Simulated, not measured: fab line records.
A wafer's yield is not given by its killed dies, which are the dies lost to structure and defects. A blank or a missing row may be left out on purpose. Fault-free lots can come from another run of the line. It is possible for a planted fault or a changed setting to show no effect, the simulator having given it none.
Which tool is to blame? -- flow berkeley_cmos170 -- 7 lots with 21 wafers sampled at 2 steps, on a route of 331 steps

## WHAT EACH GAUGE READ, for each wafer
UCB170_PLDD_CD_MEAS_06: target cd 1200 nm.
lot,measured,on,cd_nm (nm)
L580,day 8 23:42,cd_sem-01,1198.9 1199.3 1199.1
L581,day 8 23:49,cd_sem-02,1199.1 1200.3 1197.9
L584,day 10 13:41,cd_sem-01,1198.6 1199.4 1198.2
L590,day 11 22:13,cd_sem-02,1200.1 1200.9 1199.9
L596,day 13 12:08,cd_sem-01,1200.3 1201.2 1200.6
L599,day 13 17:31,cd_sem-01,1201.3 1200.4 1200.3

## WHICH TOOL RAN EACH LOT (tool, then ch and the chambers of the sampled wafers, then the start)
lot,UCB170_NWELL_WET_ETCH_18
L580,"wet_bench-03 ch 1, day 3 04:59"
L581,"wet_bench-01 ch 2, day 3 15:24"
L584,"wet_bench-01 ch 1, day 4 07:40"
L585,"wet_bench-01 ch 3, day 4 12:04"
L590,"wet_bench-03 ch 0, day 5 12:43"
L596,"wet_bench-01 ch 0, day 7 05:22"
L599,"wet_bench-04 ch 0, day 8 03:20"
- UCB170_NWELL_WET_ETCH_18: etches Si3N4 in H3PO4, time 14400 s.

## THE ANSWER, worked out from the rows above alone
Rule: what is usual is taken from the lots themselves. The widest of any qualifying gaps counts: lots, ordered by their means at a reading, are off when they make up no more than a third of the lots, leave a main group of 4 or more, and stand apart from it by 3 or more times the standard deviation of that group's means. A main group is skipped when, at the precision printed for the reading in the tables above, its means are all equal. Also off: a lot with no number at a reading for which 4 or more lots have one. Any other lot the step has rows for is counted as sound.
None of the lots is off at any reading shown; this tells nothing.

## WHAT THE SIMULATOR PUT IN
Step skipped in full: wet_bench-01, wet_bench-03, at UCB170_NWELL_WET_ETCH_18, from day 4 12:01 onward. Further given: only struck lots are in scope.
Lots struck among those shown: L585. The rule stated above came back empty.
